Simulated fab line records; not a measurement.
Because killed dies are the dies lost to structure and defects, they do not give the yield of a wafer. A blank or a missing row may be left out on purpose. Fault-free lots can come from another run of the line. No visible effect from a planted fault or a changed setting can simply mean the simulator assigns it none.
Check for tools in common | flow berkeley cmos170 | Lots sampled 14, wafers sampled 42

WHY THIS WAS OPENED
2 of 14 lots carry a flag on the reading NLDD_RS at UCB170_SDANNEAL_RS_MEAS_05. No-fault wafers: 613.6 ohm/sq, standard deviation 1.1.
Rule: a lot is flagged when every wafer of it that has a number lies more than 4 standard deviations from that mean, or none has a number. The rest of the lots are taken to be sound.

lot  | measured     | on            | NLDD_RS (ohm/sq), wafer by wafer | flag
L495 | day 7 13:07  | film metro-02 | 614.2 613.2 613.2                |
L496 | day 8 02:50  | film metro-03 | 614.5 613.1 611.9                |
L497 | day 8 03:20  | film metro-01 | 612.7 613.0 614.9                |
L500 | day 8 19:30  | film metro-03 | 613.5 614.4 613.3                |
L499 | day 8 19:44  | film metro-02 | 614.2 614.6 614.5                |
L503 | day 9 20:01  | film metro-01 | 612.6 613.5 612.6                |
L504 | day 9 20:08  | film metro-03 | 613.2 615.2 613.1                |
L501 | day 9 20:30  | film metro-02 | 613.6 612.9 614.0                |
L510 | day 11 00:48 | film metro-01 | 661.5 661.6 663.7                | FLAGGED
L509 | day 11 01:05 | film metro-03 | 613.3 611.8 614.7                |
L513 | day 11 13:44 | film metro-03 | 663.7 663.3 662.0                | FLAGGED
L514 | day 11 22:59 | film metro-01 | 613.0 613.2 613.8                |
L516 | day 12 14:37 | film metro-02 | 612.0 616.1 614.7                |
L515 | day 12 15:10 | film metro-03 | 615.0 613.8 614.6                |
The mean of the flagged lots' numbers is 662.6 ohm/sq, +49.0 ohm/sq from the usual (+45 standard deviations).

WHICH TOOL RAN EACH LOT
Before the reading, the record contains 2 process steps out of a 331-step route. Cell contents, in order: the tool; ch with the chambers the sampled wafers went through; the start.
lot  | flag    | UCB170_NLDD_IMPLANT_08          | UCB170_NSD_SOFTBAKE_02
L495 |         | implanter-01 ch 0, day 6 23:53  | litho track-03 ch 0, day 7 09:52
L496 |         | implanter-03 ch 0, day 7 14:04  | litho track-04 ch 0, day 7 23:15
L497 |         | implanter-01 ch 0, day 7 14:50  | litho track-01 ch 0, day 7 23:47
L500 |         | implanter-04 ch 0, day 8 05:19  | litho track-01 ch 0, day 8 16:59
L499 |         | implanter-03 ch 0, day 8 06:40  | litho track-04 ch 0, day 8 17:12
L503 |         | implanter-03 ch 0, day 9 03:25  | litho track-04 ch 0, day 9 16:45
L504 |         | implanter-04 ch 0, day 9 03:41  | litho track-03 ch 0, day 9 16:46
L501 |         | implanter-01 ch 0, day 9 03:44  | litho track-01 ch 0, day 9 17:05
L510 | FLAGGED | implanter-04 ch 0, day 10 11:35 | litho track-01 ch 0, day 10 21:58
L509 |         | implanter-01 ch 0, day 10 11:17 | litho track-03 ch 0, day 10 21:56
L513 | FLAGGED | implanter-04 ch 0, day 11 01:25 | litho track-01 ch 0, day 11 10:49
L514 |         | implanter-01 ch 0, day 11 10:35 | litho track-04 ch 0, day 11 20:11
L516 |         | implanter-03 ch 0, day 12 02:23 | litho track-03 ch 0, day 12 11:25
L515 |         | implanter-01 ch 0, day 12 03:04 | litho track-01 ch 0, day 12 12:02
These steps, and what they do:
- UCB170_NLDD_IMPLANT_08
- UCB170_NSD_SOFTBAKE_02: time 62.12 s.
- UCB170_SDANNEAL_RS_MEAS_05: measures by four-point-probe.

FLAGGED OVER TOTAL, TOOL BY TOOL (the gauges that took the reading come last)
step                       | tool           | lots run | flagged | share of the flagged lots | sound lots run after its first flagged lot
UCB170_NLDD_IMPLANT_08     | implanter-01   | 6        | 0       | none                      | -
UCB170_NLDD_IMPLANT_08     | implanter-03   | 4        | 0       | none                      | -
UCB170_NLDD_IMPLANT_08     | implanter-04   | 4        | 2       | all                       | 0
UCB170_NSD_SOFTBAKE_02     | litho track-01 | 6        | 2       | all                       | 1 (L515)
UCB170_NSD_SOFTBAKE_02     | litho track-03 | 4        | 0       | none                      | -
UCB170_NSD_SOFTBAKE_02     | litho track-04 | 4        | 0       | none                      | -
UCB170_SDANNEAL_RS_MEAS_05 | film metro-01  | 4        | 1       | some                      | 1 (L514)
UCB170_SDANNEAL_RS_MEAS_05 | film metro-02  | 4        | 0       | none                      | -
UCB170_SDANNEAL_RS_MEAS_05 | film metro-03  | 6        | 1       | some                      | 1 (L515)

THE TABLE: WHAT IT ALLOWS
In 2 table rows, all flagged lots were run: implanter-04 (UCB170_NLDD_IMPLANT_08), litho track-01 (UCB170_NSD_SOFTBAKE_02).
- implanter-04 at UCB170_NLDD_IMPLANT_08: 2 of its 4 lots flagged. It ran its last sound lot, L504, at day 9 03:41 and its first flagged lot, L510, at day 10 11:35: a fault with its onset between the two fits. Its own readings (dose ions cm2, faraday current uA) fall more than 4 standard deviations out on all wafers of the flagged lots.
- litho track-01 at UCB170_NSD_SOFTBAKE_02: 2 of its 6 lots flagged. Sound lots followed the first flagged one (L515) on it, something a lasting fault affecting the whole tool could not allow.
One tool is left: implanter-04 at UCB170_NLDD_IMPLANT_08.

WHAT THE SIMULATOR HAD PUT IN
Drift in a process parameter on implanter-04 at UCB170_NLDD_IMPLANT_08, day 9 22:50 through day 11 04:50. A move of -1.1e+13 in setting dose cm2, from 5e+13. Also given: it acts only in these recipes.
Shown lots that were struck: L510, L513. Same finding as the rule above.
